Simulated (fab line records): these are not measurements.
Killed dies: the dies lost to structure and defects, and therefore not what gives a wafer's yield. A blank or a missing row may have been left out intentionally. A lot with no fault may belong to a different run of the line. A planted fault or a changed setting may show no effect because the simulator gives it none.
Commonality check across tools :: flow rit-cmos :: Lots sampled 15, wafers sampled 45

WHAT PROMPTED THE OPENING
On 3 of the 15 lots, a flag is raised at RIT_M1_CD_MEAS_09 on the reading cd-nm. Fault-free wafers read 2600.5 nm, with a standard deviation of 2.1.
Rule: flag the lot when none of its wafers has a number, or when each of its wafers that has one lies beyond 4 standard deviations from that mean. The rest of the lots are taken to be sound.

lot: L631
measured: day 3 17:09
on: cd-sem-01
cd-nm (nm), wafer by wafer: 2601.8 2602.9 2601.7
flag: 

lot: L632
measured: day 4 03:05
on: cd-sem-01
cd-nm (nm), wafer by wafer: 2603.0 2603.2 2603.1
flag: 

lot: L635
measured: day 4 17:05
on: cd-sem-02
cd-nm (nm), wafer by wafer: 2595.9 2596.6 2596.8
flag: 

lot: L637
measured: day 5 06:07
on: cd-sem-02
cd-nm (nm), wafer by wafer: 2603.3 2602.0 2603.3
flag: 

lot: L638
measured: day 5 08:40
on: cd-sem-02
cd-nm (nm), wafer by wafer: 2601.5 2602.4 2602.7
flag: 

lot: L639
measured: day 5 11:32
on: cd-sem-02
cd-nm (nm), wafer by wafer: 2599.2 2600.5 2596.7
flag: 

lot: L640
measured: day 5 15:44
on: cd-sem-02
cd-nm (nm), wafer by wafer: 2601.8 2602.0 2602.0
flag: 

lot: L641
measured: day 5 19:10
on: cd-sem-01
cd-nm (nm), wafer by wafer: 2600.7 2597.3 2599.1
flag: 

lot: L642
measured: day 6 00:09
on: cd-sem-01
cd-nm (nm), wafer by wafer: 2599.2 2598.7 2600.7
flag: 

lot: L643
measured: day 6 04:23
on: cd-sem-01
cd-nm (nm), wafer by wafer: 2600.7 2598.8 2599.7
flag: 

lot: L644
measured: day 6 12:16
on: cd-sem-02
cd-nm (nm), wafer by wafer: 2597.3 2596.6 2597.0
flag: 

lot: L647
measured: day 7 00:50
on: cd-sem-02
cd-nm (nm), wafer by wafer: 2619.5 2622.9 2619.0
flag: FLAGGED

lot: L649
measured: day 7 08:07
on: cd-sem-02
cd-nm (nm), wafer by wafer: 2613.3 2614.4 2615.3
flag: FLAGGED

lot: L650
measured: day 7 15:02
on: cd-sem-02
cd-nm (nm), wafer by wafer: 2610.6 2610.9 2611.0
flag: FLAGGED

lot: L651
measured: day 7 19:53
on: cd-sem-01
cd-nm (nm), wafer by wafer: 2596.9 2598.0 2598.9
flag: 
On average the flagged lots' numbers are 2615.2 nm, which is +14.7 nm against the usual, or +7 standard deviations.

EACH LOT AND THE TOOL IT RAN ON
The record holds 1 process step before the reading, out of a route of 202 steps. Read each cell as the tool, then ch plus the chambers that the sampled wafers visited, then the start.
lot: L631
flag: 
RIT_M1_EXPOSE_06: iline-stepper-02 ch 0, day 3 16:43

lot: L632
flag: 
RIT_M1_EXPOSE_06: iline-stepper-01 ch 0, day 4 02:40

lot: L635
flag: 
RIT_M1_EXPOSE_06: iline-stepper-01 ch 0, day 4 16:35

lot: L637
flag: 
RIT_M1_EXPOSE_06: iline-stepper-02 ch 0, day 5 05:41

lot: L638
flag: 
RIT_M1_EXPOSE_06: iline-stepper-01 ch 0, day 5 08:14

lot: L639
flag: 
RIT_M1_EXPOSE_06: iline-stepper-02 ch 0, day 5 11:07

lot: L640
flag: 
RIT_M1_EXPOSE_06: iline-stepper-02 ch 0, day 5 15:19

lot: L641
flag: 
RIT_M1_EXPOSE_06: iline-stepper-01 ch 0, day 5 18:44

lot: L642
flag: 
RIT_M1_EXPOSE_06: iline-stepper-02 ch 0, day 5 23:43

lot: L643
flag: 
RIT_M1_EXPOSE_06: iline-stepper-01 ch 0, day 6 03:58

lot: L644
flag: 
RIT_M1_EXPOSE_06: iline-stepper-01 ch 0, day 6 11:41

lot: L647
flag: FLAGGED
RIT_M1_EXPOSE_06: iline-stepper-01 ch 0, day 7 00:24

lot: L649
flag: FLAGGED
RIT_M1_EXPOSE_06: iline-stepper-01 ch 0, day 7 07:35

lot: L650
flag: FLAGGED
RIT_M1_EXPOSE_06: iline-stepper-01 ch 0, day 7 14:36

lot: L651
flag: 
RIT_M1_EXPOSE_06: iline-stepper-02 ch 0, day 7 19:28
What these steps do:
- RIT_M1_EXPOSE_06: exposes mask M12, target cd 2600 nm.
- RIT_M1_CD_MEAS_09: target cd 2600 nm.

FLAGGED OVER TOTAL, TOOL BY TOOL (the gauges that took the reading come last)
step: RIT_M1_EXPOSE_06
tool: iline-stepper-01
lots run: 9
flagged: 3
share of the flagged lots: all
sound lots run after its first flagged lot: 0

step: RIT_M1_EXPOSE_06
tool: iline-stepper-02
lots run: 6
flagged: 0
share of the flagged lots: none
sound lots run after its first flagged lot: -

step: RIT_M1_CD_MEAS_09
tool: cd-sem-01
lots run: 6
flagged: 0
share of the flagged lots: none
sound lots run after its first flagged lot: -

step: RIT_M1_CD_MEAS_09
tool: cd-sem-02
lots run: 9
flagged: 3
share of the flagged lots: all
sound lots run after its first flagged lot: 0

WHAT IS ALLOWED BY THE TABLE
Table rows that saw every flagged lot: 2, namely iline-stepper-01 at RIT_M1_EXPOSE_06 and cd-sem-02 at RIT_M1_CD_MEAS_09.
- iline-stepper-01 at RIT_M1_EXPOSE_06 ran 9 lots, 3 of them flagged. Last sound lot L644 at day 6 11:41, first flagged lot L647 at day 7 00:24; a fault beginning in between fits. Its own readings (exposure-dose-mJ-cm2) fall more than 4 standard deviations out on all wafers of the flagged lots.
- cd-sem-02 at RIT_M1_CD_MEAS_09 ran 9 lots, 3 of them flagged. Last sound lot L644 at day 6 12:16, first flagged lot L647 at day 7 00:50; a fault beginning in between fits.
Counting lots can't tell these 2 tools apart, because each fits a fault that began at some hour. More lots, or a look at what each step does to the wafer, might.

WHAT THE SIMULATOR HAD INSERTED
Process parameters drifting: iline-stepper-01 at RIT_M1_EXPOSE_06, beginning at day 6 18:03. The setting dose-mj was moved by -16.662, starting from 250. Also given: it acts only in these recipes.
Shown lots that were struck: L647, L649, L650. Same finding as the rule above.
